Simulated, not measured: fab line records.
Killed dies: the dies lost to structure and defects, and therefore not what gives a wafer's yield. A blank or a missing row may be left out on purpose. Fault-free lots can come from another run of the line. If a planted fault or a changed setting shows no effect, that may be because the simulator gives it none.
The tool behind it: which one? -- flow rit-cmos -- 21 wafers from 7 lots sampled at 2 of the route's 202 steps

## WHAT THE GAUGES SHOWED, per wafer
RIT_NRETRO_OVL_MEAS_06.
lot,measured,on,NRETRO_OVL (nm)
L369,day 2 22:07,overlay-01,1.6 1.0 1.0
L371,day 3 10:05,overlay-01,-0.4 -1.0 -0.6
L373,day 3 19:58,overlay-02,0.3 0.6 -0.1
L376,day 4 10:34,overlay-01,-3.8 -3.4 -2.8
L380,day 5 07:36,overlay-01,2.8 2.0 1.9
L384,day 6 00:37,overlay-02,1.6 1.4 -0.1
L389,day 7 03:56,overlay-01,-1.8 -1.2 -0.8

## TOOL THAT RAN EACH LOT (tool first, then ch and the chambers of the sampled wafers, then the start)
lot,RIT_NWELL_STRIP_09
L369,"plasma-asher-04 ch 0,1, day 2 13:18"
L371,"plasma-asher-02 ch 0,1, day 3 02:00"
L373,"plasma-asher-03 ch 0,1, day 3 10:46"
L376,"plasma-asher-04 ch 0,1, day 3 23:45"
L380,"plasma-asher-04 ch 0,1, day 4 21:56"
L384,"plasma-asher-03 ch 0,1, day 5 15:49"
L389,"plasma-asher-04 ch 0,1, day 6 18:58"
- RIT_NWELL_STRIP_09: strips in O2, time 180 s.

## THE ANSWER, worked out from the rows above alone
Rule: what is usual is taken from the lots themselves. Put in order of their means at a reading, lots are off if they are a third of the lots or fewer, leave a main group of 4 or more, and stand apart from it by a gap of 3 or more times the standard deviation of the main group's means; of several such gaps the widest counts. If all means in a main group match to the digits the tables above print for the reading, that group is not used. A lot without any number at a reading at which 4 lots or more have one is off too. Any other lot the step has rows for is counted as sound.
No lot is off at any reading shown: from this, nothing can be told.

## WHAT HAD BEEN PUT IN BY THE SIMULATOR
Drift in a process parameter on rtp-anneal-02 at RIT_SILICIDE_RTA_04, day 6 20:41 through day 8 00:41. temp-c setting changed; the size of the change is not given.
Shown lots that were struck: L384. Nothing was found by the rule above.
